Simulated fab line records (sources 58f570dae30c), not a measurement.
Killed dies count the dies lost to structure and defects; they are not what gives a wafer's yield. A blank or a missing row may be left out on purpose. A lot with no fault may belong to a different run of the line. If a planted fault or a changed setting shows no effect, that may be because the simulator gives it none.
Which tool is to blame? -- flow berkeley cmos170 -- 15 lots with 45 wafers sampled at 4 steps, on a route of 331 steps

WHAT THE GAUGES READ, wafer by wafer
UCB170_V1_BOW_MEAS_03. Usual: V1_BOW 18 um, standard deviation 6.9.
lot,measured,on,V1_BOW (um),flag
L716,day 7 06:02,film metro-01,14 17 18,
L715,day 7 09:28,film metro-03,26 19 13,
L719,day 8 04:53,film metro-03,10 25 20,
L720,day 8 00:31,film metro-01,18 23 23,
L721,day 9 12:10,film metro-02,35 31 14,
L725,day 9 20:23,film metro-03,19 20 12,
L726,day 10 10:01,film metro-02,22 10 4,
L730,day 10 15:56,film metro-01,23 13 21,
L729,day 10 15:35,film metro-01,9 12 15,
L728,day 10 15:55,film metro-03,18 27 10,
L731,day 10 15:37,film metro-03,16 16 41,
L735,day 11 19:12,film metro-02,13 10 13,
L734,day 11 19:12,film metro-03,21 11 13,
L736,day 12 08:31,film metro-01,5 17 6,
L738,day 12 15:17,film metro-01,7 17 17,

WHAT TOOL EACH LOT RAN ON (gives the tool, then ch and the chambers of the sampled wafers, and finally the start)
lot,UCB170_NVT_STRIP_08,UCB170_CONTACT_SOFTBAKE_05,UCB170_M1_STRIP_13
L716,"plasma asher-01 ch 0,1, day 5 09:25","litho track-01 ch 0, day 6 21:56","plasma asher-02 ch 0,1, day 7 02:27"
L715,"plasma asher-03 ch 0,1, day 5 09:53","litho track-01 ch 0, day 6 23:13","plasma asher-01 ch 0, day 7 04:24"
L719,"plasma asher-01 ch 0,1, day 6 08:25","litho track-04 ch 0, day 7 15:32","plasma asher-01 ch 0,1, day 7 22:44"
L720,"plasma asher-04 ch 0,1, day 6 08:39","litho track-04 ch 0, day 7 13:56","plasma asher-04 ch 0,1, day 7 19:17"
L721,"plasma asher-03 ch 0,1, day 7 06:32","litho track-04 ch 0, day 9 01:10","plasma asher-04 ch 0,1, day 9 07:03"
L725,"plasma asher-01 ch 0,1, day 7 14:08","litho track-04 ch 0, day 9 08:48","plasma asher-01 ch 0,1, day 9 17:35"
L726,"plasma asher-04 ch 0,1, day 7 23:52","litho track-02 ch 0, day 9 19:20","plasma asher-02 ch 0,1, day 10 03:20"
L730,"plasma asher-01 ch 0,1, day 8 11:18","litho track-01 ch 0, day 10 08:52","plasma asher-04 ch 0,1, day 10 12:40"
L729,"plasma asher-03 ch 0,1, day 8 11:33","litho track-04 ch 0, day 10 06:07","plasma asher-04 ch 1, day 10 09:41"
L728,"plasma asher-01 ch 0,1, day 8 11:43","litho track-04 ch 0, day 10 08:50","plasma asher-02 ch 0,1, day 10 12:59"
L731,"plasma asher-03 ch 0,1, day 8 17:52","litho track-02 ch 0, day 10 07:59","plasma asher-04 ch 0,1, day 10 11:44"
L735,"plasma asher-03 ch 0,1, day 9 19:02","litho track-02 ch 0, day 11 09:49","plasma asher-02 ch 0,1, day 11 14:14"
L734,"plasma asher-04 ch 0,1, day 9 19:03","litho track-01 ch 0, day 11 11:14","plasma asher-02 ch 0,1, day 11 15:31"
L736,"plasma asher-03 ch 0,1, day 10 07:47","litho track-01 ch 0, day 11 20:29","plasma asher-04 ch 0,1, day 12 01:46"
L738,"plasma asher-03 ch 0,1, day 10 19:04","litho track-01 ch 0, day 12 07:49","plasma asher-04 ch 0,1, day 12 11:34"
- UCB170_NVT_STRIP_08: strips in O2.
- UCB170_CONTACT_SOFTBAKE_05: time 60 s.
- UCB170_M1_STRIP_13: strips in O2.

WHAT THE TOOLS THEMSELVES READ (means of the sampled wafers that have a number; where no wafer has one, the mark that the record gives instead)
UCB170_NVT_STRIP_08. Usual: drypump motor current A 5.8 A, standard deviation 0.49; oes product au 0.734 a.u., standard deviation 0.0046; strip time to endpoint s 21.59 s, standard deviation 0.064.
lot,tool,drypump motor current A (A),oes product au (a.u.),strip time to endpoint s (s),flag
L716,plasma asher-01,6.1,0.734,21.54,
L715,plasma asher-03,5.7,0.735,21.68,
L719,plasma asher-01,6.4,0.735,21.65,
L720,plasma asher-04,5.2,0.730,21.56,
L721,plasma asher-03,5.8,0.737,21.64,
L725,plasma asher-01,6.1,0.739,21.60,
L726,plasma asher-04,5.1,0.737,21.56,
L730,plasma asher-01,6.4,0.733,21.57,
L729,plasma asher-03,5.8,0.729,21.52,
L728,plasma asher-01,6.1,0.731,21.68,
L731,plasma asher-03,5.7,0.737,21.52,
L735,plasma asher-03,5.8,0.732,21.60,
L734,plasma asher-04,5.1,0.734,21.64,
L736,plasma asher-03,5.8,0.734,21.56,
L738,plasma asher-03,5.7,0.730,21.57,

UCB170_CONTACT_SOFTBAKE_05. Usual: resist line temp C 23.02 C, standard deviation 0.097; run length s 89.06 s, standard deviation 0.14.
lot,tool,resist line temp C (C),run length s (s),flag
L716,litho track-01,22.92,89.10,
L715,litho track-01,22.89,89.06,
L719,litho track-04,23.03,89.08,
L720,litho track-04,23.05,89.17,
L721,litho track-04,23.07,89.06,
L725,litho track-04,23.08,95.75,OFF
L726,litho track-02,23.08,88.93,
L730,litho track-01,23.02,89.02,
L729,litho track-04,22.93,95.85,OFF
L728,litho track-04,23.01,95.88,OFF
L731,litho track-02,23.11,88.90,
L735,litho track-02,23.09,88.96,
L734,litho track-01,23.00,89.06,
L736,litho track-01,23.10,89.01,
L738,litho track-01,22.90,89.14,

UCB170_M1_STRIP_13. Usual: drypump motor current A 5.5 A, standard deviation 0.5; oes product au 0.720 a.u., standard deviation 0.0047.
lot,tool,drypump motor current A (A),oes product au (a.u.),flag
L716,plasma asher-02,5.7,0.720,
L715,plasma asher-01,6.6,0.715,
L719,plasma asher-01,6.1,0.720,
L720,plasma asher-04,5.2,0.716,
L721,plasma asher-04,5.2,0.720,
L725,plasma asher-01,6.4,0.719,
L726,plasma asher-02,5.6,0.721,
L730,plasma asher-04,5.2,0.724,
L729,plasma asher-04,5.1,0.722,
L728,plasma asher-02,5.7,0.723,
L731,plasma asher-04,5.1,0.717,
L735,plasma asher-02,5.7,0.719,
L734,plasma asher-02,5.6,0.718,
L736,plasma asher-04,5.2,0.720,
L738,plasma asher-04,5.1,0.717,

THE ANSWER, worked out from the rows above alone
Rule: a lot is off if the mean of its wafers that have a number lies more than 3 standard deviations from the usual mean. A lot without any number at a reading at which 4 lots or more have one is off too. Any other lot the step has rows for is counted as sound. The gauges are gone through in route order, then the tools' own readings, and for those a lot's mean is taken as printed above. At the first step where some lot is off, the reading lying furthest off is the one used; lots without a number count as furthest.
Off at UCB170_CONTACT_SOFTBAKE_05 (run length s): L725, L729, L728.
A tool fits if, at that step or a process step before it, it ran every lot that is off, and no sound lot after the first of them. One fits: UCB170_CONTACT_SOFTBAKE_05 on litho track-04. Its last sound lot is L721 (day 9 01:10), its first lot that is off L725 (day 9 08:48): a fault that began between those two fits.
The tool's own readings at UCB170_CONTACT_SOFTBAKE_05 bear it out: on the lots that are off they differ by more than 5 times the standard deviation of the sound lots' means. run length s reads 95.83 s there against 89.04 s on the sound lots.

WHAT THE SIMULATOR HAD PUT IN
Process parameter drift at UCB170_CONTACT_SOFTBAKE_05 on litho track-04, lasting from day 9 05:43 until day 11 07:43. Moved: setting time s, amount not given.
Shown lots that were struck: L725, L729, L728. Same finding as the rule above.
